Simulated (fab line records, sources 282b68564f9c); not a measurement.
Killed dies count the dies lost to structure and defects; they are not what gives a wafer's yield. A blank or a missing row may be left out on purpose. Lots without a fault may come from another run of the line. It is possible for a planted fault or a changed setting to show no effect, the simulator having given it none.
Which tool is to blame? / flow rit cmos / 18 wafers from 6 lots sampled at 2 of the route's 202 steps

## WHAT EACH GAUGE READ, for each wafer
RIT_M1_CD_MEAS_09: the cd target is 2600 nm.
lot=L620; measured=day 3 21:07; on=cd sem-02; cd nm (nm)=2598.8 2598.7 2598.5
lot=L631; measured=day 6 01:31; on=cd sem-02; cd nm (nm)=2598.8 2600.1 2600.1
lot=L633; measured=day 6 10:17; on=cd sem-01; cd nm (nm)=2601.1 2600.6 2600.3
lot=L635; measured=day 6 19:43; on=cd sem-01; cd nm (nm)=2599.5 2599.0 2602.9
lot=L637; measured=day 7 12:31; on=cd sem-01; cd nm (nm)=2599.8 2598.9 2599.6
lot=L641; measured=day 8 09:58; on=cd sem-02; cd nm (nm)=2598.2 2598.8 2599.1

## TOOL THAT RAN EACH LOT (tool first, then ch and the chambers of the sampled wafers, then the start)
lot=L620; RIT_M1_EXPOSE_06=iline stepper-01 ch 0, day 3 20:41
lot=L631; RIT_M1_EXPOSE_06=iline stepper-01 ch 0, day 6 01:05
lot=L633; RIT_M1_EXPOSE_06=iline stepper-02 ch 0, day 6 09:50
lot=L635; RIT_M1_EXPOSE_06=iline stepper-01 ch 0, day 6 19:17
lot=L637; RIT_M1_EXPOSE_06=iline stepper-01 ch 0, day 7 12:05
lot=L641; RIT_M1_EXPOSE_06=iline stepper-01 ch 0, day 8 09:17
- RIT_M1_EXPOSE_06: exposes mask M12, target cd 2600 nm.

## THE ANSWER, worked out from the rows above alone
Rule: the lots themselves supply what counts as usual. Put in order of their means at a reading, lots are off if they are a third of the lots or fewer, leave a main group of 4 or more, and stand apart from it by a gap of 3 or more times the standard deviation of the main group's means; of several such gaps the widest counts. If all means in a main group match to the digits the tables above print for the reading, that group is not used. A lot without any number at a reading at which 4 lots or more have one is off too. Any other lot the step has rows for is counted as sound.
None of the lots is off at any reading shown; this tells nothing.

## WHAT HAD BEEN PUT IN BY THE SIMULATOR
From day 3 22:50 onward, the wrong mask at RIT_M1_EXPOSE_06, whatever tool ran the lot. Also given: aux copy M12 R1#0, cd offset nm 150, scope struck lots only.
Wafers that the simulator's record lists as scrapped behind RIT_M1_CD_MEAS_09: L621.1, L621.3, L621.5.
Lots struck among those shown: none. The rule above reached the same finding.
